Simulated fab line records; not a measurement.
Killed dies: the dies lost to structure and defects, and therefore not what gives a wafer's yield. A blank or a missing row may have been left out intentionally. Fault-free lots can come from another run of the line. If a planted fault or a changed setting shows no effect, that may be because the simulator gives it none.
Matching of chambers	flow berkeleyCmos170	rieDiel-01 running UCB170_NWELL_ETCH_13: 4 sister chambers
The step etches Si3N4 in CH3F/Ar/O2, stops on SiO2, target depth 246.4 nm, time 154 s. 16 wafers are shown with their chamber, then 8 later ones without.

WAFERS WITH THEIR CHAMBER
wafer	chamber	drypumpMotorCurrentA (A)	throttleValvePct (%)	mfcArSccm (sccm)
L649.1	0	5.0	7.93	49.91
L649.2	2	5.6	8.35	49.95
L649.3	3	6.0	8.11	50.26
L653.1	0	5.0	7.93	49.80
L653.5	1	5.7	7.93	49.89
L653.6	2	5.6	8.33	50.01
L655.1	0	4.9	7.93	49.90
L655.3	2	5.6	8.34	49.87
L655.4	3	6.0	8.09	50.15
L656.1	2	5.6	8.35	49.88
L656.2	3	6.0	8.09	50.04
L656.6	2	5.6	8.34	49.92
L657.1	0	4.9	7.91	50.21
L657.5	1	5.7	7.94	49.89
L657.6	0	4.9	7.92	50.08
L659.2	1	5.7	7.94	49.91

SIGNATURES, as means of the wafers listed above
reading	chamber 0	chamber 1	chamber 2	chamber 3	scatter within a chamber
drypumpMotorCurrentA	4.940	5.700	5.600	6.000	0.0316
throttleValvePct	7.9240	7.9367	8.3420	8.0967	0.00882
mfcArSccm	49.9800	49.8967	49.9260	50.1500	0.11
Rule: distance of a wafer from a chamber = root of the sum over the readings of ((wafer's reading minus chamber's mean) / reading's scatter) squared. The wafer belongs to the nearest chamber; if the next one is less than 2 further off, it can't be placed. The scatter is the square root of a quotient: the sum, over the shown wafers, of each reading's squared deviation from its chamber's mean, divided by wafers minus chambers.

WAFERS MISSING THEIR CHAMBER
wafer	drypumpMotorCurrentA (A)	throttleValvePct (%)	mfcArSccm (sccm)
L659.3	5.6	8.34	50.03
L659.5	4.9	7.91	50.06
L660.2	5.6	8.33	49.80
L660.3	4.9	7.91	49.91
L660.6	4.9	7.91	49.96
L668.1	6.0	8.09	50.02
L668.2	5.0	7.92	49.68
L668.4	5.7	7.92	50.02

WHICH CHAMBER EACH ONE RAN IN
wafer	from the rows above	in truth
L659.3	2	2
L659.5	0	0
L660.2	2	2
L660.3	0	0
L660.6	0	0
L668.1	3	3
L668.2	0	0
L668.4	1	1
Correctly placed: 8 of 8. Not placeable from these rows: 0. 0 placed wrongly.
